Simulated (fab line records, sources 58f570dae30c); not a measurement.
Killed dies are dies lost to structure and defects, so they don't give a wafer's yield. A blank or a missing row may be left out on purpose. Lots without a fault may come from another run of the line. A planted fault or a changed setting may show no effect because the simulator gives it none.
fab line records | flow berkeley_cmos170 | part 2 of 2: steps 30 to 43 of 43
record lots=5 wafers=15 last_day=13
route steps=331 shown M2@281 V2@292 M3@309
lots that met no fault: from a run of the same line without faults
start_h: hours from the record's first day to the start of the lot's first wafer shown | wait_h: hours since the lot's step before | " the same as in the row above | L1.1+2: a row that stands for several wafers | - no value, or no start given | * or withheld: withheld | < > ~ a bound
route shown NAME@n: a module of which the file shows steps, and the number in the route of the first | usual: mean/standard deviation of fault-free wafers | same: alike in all rows | chamber/n: place in a boat | sites: the reading at each site | _std_site: their standard deviation | _edge_site: outer sites' mean less inner sites' | radius_mm: how far each site lies from the wafer's centre | mask NAME#n: copy n | behind: the tool/chamber that last shaped the wafer | hold: why the lot was held/for how many hours/how that ended | device: the transistor (n, p or np) that didn't switch | end of line: the same wafers' tests at the end of the route | a step without rows: its recipe alone | killed: dies lost to structure and defects at the first sort, not the wafer's yield | map: a wafer's dies, x killed, . not, _ none there
set.NAME: the setting as run; set.NAME@STEP: as run at that earlier step | model.NAME: the simulator's own value behind a step, which no gauge read
lots at some steps of the route; a table a step, a row a wafer
services: from which hour (start_h, from the record's first day; less than 0 if before it) a tool's chamber was out of use, for how many hours, and why
## steps
# step UCB170_M3_SPUTTER_01
# recipe material=Al target_thk_nm=900 time_s=120 power_w=6000 chamber_pressure_pa=0.5
# usual throttle_valve_pct=30.0/0.85
# columns lot.wafer tool chamber start_h wait_h throttle_valve_pct
L075.1 pvd_sputter-02 - 199.71 0.0 30.5
L075.3 " - " " 29.9
L075.6 " - " " 29.6
L078.3 pvd_sputter-03 - 220.43 0.0 29.5
L078.4 " - " " 31.6
L078.6 " - " " 31.5
L081.1 pvd_sputter-03 - 237.53 0.0 31.8
L081.5 " - " " 29.8
L081.6 " - " " 28.4
L091.2 pvd_sputter-02 - 296.24 0.0 29.7
L091.4 " - " " 30.5
L091.6 " - " " 29.3
L095.2 pvd_sputter-02 - 305.01 0.0 30.6
L095.4 " - " " 29.4
L095.5 " - " " 30.2
# step UCB170_M3_RS_MEAS_02
# recipe thk_meas_gauge=four-point-probe reads=Al_of_M3_SPUTTER_01
# usual M3_AL_RS=0.0322/0.00035
# columns lot.wafer tool chamber start_h wait_h M3_AL_RS[ohm/sq]
L075.1 film_metro-01 - 199.80 0.0 0.0321
L075.3 " - " " 0.0321
L075.6 " - " " 0.0319
L078.3 film_metro-01 - 220.55 0.1 0.0324
L078.4 " - " " 0.0324
L078.6 " - " " 0.0321
L081.1 film_metro-03 - 237.61 0.0 0.0325
L081.5 " - " " 0.0329
L081.6 " - " " 0.0322
L091.2 film_metro-03 - 296.34 0.1 0.0322
L091.4 " - " " 0.0326
L091.6 " - " " 0.0320
L095.2 film_metro-03 - 305.11 0.1 0.0328
L095.4 " - " " 0.0324
L095.5 " - " " 0.0327
# step UCB170_M3_THK_MEAS_03
# recipe thk_meas_gauge=xrf reads=Al_of_M3_SPUTTER_01
# usual M3_AL_THK=894/11
# columns lot.wafer tool chamber start_h wait_h M3_AL_THK[nm]
L075.1 film_metro-01 - 199.92 0.1 904
L075.3 " - " " 902
L075.6 " - " " 910
L078.3 film_metro-01 - 220.65 0.1 889
L078.4 " - " " 892
L078.6 " - " " 901
L081.1 film_metro-03 - 237.73 0.1 883
L081.5 " - " " 875
L081.6 " - " " 893
L091.2 film_metro-03 - 296.45 0.1 889
L091.4 " - " " 879
L091.6 " - " " 896
L095.2 film_metro-03 - 305.22 0.1 876
L095.4 " - " " 885
L095.5 " - " " 883
# step UCB170_M3_HMDS_04
# recipe prime_time_s=60 prime_temp_c=100
# columns lot.wafer tool chamber start_h wait_h
L075.1+3+6 litho_track-02 0 199.98 0.1
L078.3+4+6 litho_track-04 0 220.74 0.1
L081.1+5+6 litho_track-01 0 237.79 0.1
L091.2+4+6 litho_track-04 0 296.62 0.2
L095.2+4+5 litho_track-02 0 305.30 0.1
# step UCB170_M3_COAT_05
# recipe resist=KrF spin_rpm=1500 resist_thk_nm=900
# columns lot.wafer tool chamber start_h wait_h
L075.1+3+6 litho_track-02 0 200.13 0.1
L078.3+4+6 litho_track-04 0 220.89 0.1
L081.1+5+6 litho_track-01 0 237.94 0.1
L091.2+4+6 litho_track-04 0 296.77 0.1
L095.2+4+5 litho_track-02 0 305.45 0.1
# step UCB170_M3_SOFTBAKE_06
# recipe resist=KrF temp_c=130 time_s=60
# columns lot.wafer tool chamber start_h wait_h
L075.1+3+6 litho_track-02 0 200.28 0.1
L078.3+4+6 litho_track-04 0 221.04 0.1
L081.1+5+6 litho_track-01 0 238.09 0.1
L091.2+4+6 litho_track-04 0 296.92 0.1
L095.2+4+5 litho_track-02 0 305.60 0.1
# step UCB170_M3_STRIP_07
# recipe chemistry=O2 power_w=400 pressure_mtorr=3500 platen_temp_c=withheld o2_flow_sccm=400 overash_fraction=0.5
# usual drypump_motor_current_A=5.8/0.47 oes_product_au=0.734/0.0046 strip_time_to_endpoint_s=22.00/0.07
# same overash_fraction=0.5
# columns lot.wafer tool chamber start_h wait_h drypump_motor_current_A oes_product_au rf_hours_counter_h strip_time_to_endpoint_s
L075.1 plasma_asher-03 1 200.43 0.1 5.8 0.740 47 21.83
L075.3 " 0 " " 5.1 0.733 - 21.83
L075.6 " 0 " " 5.1 0.736 - 21.88
L078.3 plasma_asher-04 0 221.17 0.1 6.1 0.731 - 21.99
L078.4 " 1 " " 5.3 0.723 - 22.03
L078.6 " 1 " " 5.3 0.737 - 22.05
L081.1 plasma_asher-03 1 238.24 0.1 5.8 0.728 51 21.97
L081.5 " 0 " " 5.1 0.728 - 21.98
L081.6 " 1 " " 5.8 0.727 - 21.93
L091.2 plasma_asher-01 1 297.04 0.1 6.5 0.733 18 21.98
L091.4 " 0 " " 5.7 0.735 - 21.95
L091.6 " 1 " " 6.5 0.732 - 22.03
L095.2 plasma_asher-04 0 305.72 0.1 6.1 0.739 58 22.03
L095.4 " 0 " " 6.1 0.747 - 22.03
L095.5 " 1 " " 5.3 0.731 - 21.97
# step UCB170_M3_STRIP_08
# recipe chemistry=DMSO temp_c=80 time_s=600 material=KrF
# usual bath_heat_duty_pct=17.9/1.8
# columns lot.wafer tool chamber start_h wait_h bath_heat_duty_pct
L075.1 wet_bench-01 2 200.53 0.1 17.6
L075.3 " 2 " " 16.4
L075.6 " 2 " " 16.5
L078.3 wet_bench-01 0 221.60 0.4 14.4
L078.4 " 0 " " 14.1
L078.6 " 0 " " 15.0
L081.1 wet_bench-03 0 238.34 0.1 17.0
L081.5 " 0 " " 19.1
L081.6 " 0 " " 15.4
L091.2 wet_bench-03 2 297.14 0.1 20.3
L091.4 " 2 " " 21.8
L091.6 " 2 " " 19.9
L095.2 wet_bench-01 2 307.84 2.1 18.8
L095.4 " 2 " " 17.4
L095.5 " 2 " " 17.3
# step UCB170_M3_COAT_09
# recipe resist=BARC temp_c=withheld time_s=withheld spin_rpm=3000 resist_thk_nm=withheld
# columns lot.wafer tool chamber start_h wait_h
L075.1+3+6 litho_track-02 0 200.88 0.2
L078.3+4+6 litho_track-02 0 222.27 0.5
L081.1+5+6 litho_track-04 0 238.52 0.0
L091.2+4+6 litho_track-04 0 297.34 0.0
L095.2+4+5 litho_track-04 0 308.04 0.0
# step UCB170_M3_COAT_10
# recipe resist=KrF spin_rpm=1500 resist_thk_nm=900
# columns lot.wafer tool chamber start_h wait_h
L075.1+3+6 litho_track-02 0 - -
L078.3+4+6 litho_track-02 0 - -
L081.1+5+6 litho_track-04 0 - -
L091.2+4+6 litho_track-04 0 - -
L095.2+4+5 litho_track-04 0 - -
# step UCB170_M3_SOFTBAKE_11
# recipe resist=KrF temp_c=130 time_s=60
# columns lot.wafer tool chamber start_h wait_h
L075.1+3+6 litho_track-02 0 - -
L078.3+4+6 litho_track-02 0 - -
L081.1+5+6 litho_track-04 0 - -
L091.2+4+6 litho_track-04 0 - -
L095.2+4+5 litho_track-04 0 - -
# step UCB170_M3_EXPOSE_12
# recipe mask_id=METAL3 target_cd_nm=700 na=0.5 sigma_outer=0.6 source_shape=conventional dose_mj=26
# columns lot.wafer tool chamber start_h wait_h mask
L075.1+3+6 krf_scanner-02 0 201.48 - METAL3#0
L078.3+4+6 krf_scanner-02 0 222.70 - METAL3#0
L081.1+5+6 krf_scanner-02 0 239.09 - METAL3#0
L091.2+4+6 krf_scanner-01 0 297.91 - METAL3#0
L095.2+4+5 krf_scanner-02 0 - - METAL3#0
# step UCB170_M3_PEB_13
# recipe peb_temp_c=130 peb_time_s=withheld resist=KrF
# columns lot.wafer tool chamber start_h wait_h
L075.1+3+6 litho_track-04 0 201.89 0.4
L078.3+4+6 litho_track-02 0 222.83 0.1
L081.1+5+6 litho_track-02 0 239.30 0.2
L091.2+4+6 litho_track-04 0 298.03 0.1
L095.2+4+5 litho_track-01 0 - -
# step UCB170_M3_DEVELOP_14
# recipe developer=TMAH develop_time_s=45 resist=KrF dev_temp_c=21
# columns lot.wafer tool chamber start_h wait_h
L075.1+3+6 litho_track-04 0 - -
L078.3+4+6 litho_track-02 0 - -
L081.1+5+6 litho_track-02 0 - -
L091.2+4+6 litho_track-04 0 - -
L095.2+4+5 litho_track-01 0 - -
## services
# columns tool chamber start_h hours kind
krf_scanner-01 - 176.38 0.6 repair
pecvd-02 1 177.17 6.5 repair
krf_scanner-01 - 188.55 1.0 pm
krf_scanner-02 - 191.10 1.0 pm
rie_diel-03 2 193.39 10.0 repair
krf_scanner-01 - 202.29 2.2 repair
pecvd-04 1 205.18 3.7 repair
rie_metal-02 1 207.87 1.7 repair
krf_scanner-01 - 214.96 1.3 pm
rie_diel-02 0 216.82 7.2 repair
pecvd-04 1 218.18 12.6 repair
wet_bench-01 - 219.28 1.9 pm
rie_metal-01 1 228.76 9.6 repair
rie_diel-03 1 230.57 5.6 repair
krf_scanner-01 - 240.80 2.6 repair
krf_scanner-01 - 249.90 4.4 pm
krf_scanner-02 - 256.39 0.8 pm
rie_diel-02 3 271.50 2.6 repair
rie_diel-02 2 271.63 9.4 repair
krf_scanner-02 - 277.05 1.3 pm
pvd_sputter-03 - 277.48 6.5 repair
cmp-02 - 277.63 4.2 pm
pvd_sputter-03 - 289.02 2.8 repair
pvd_sputter-03 - 294.64 4.4 repair
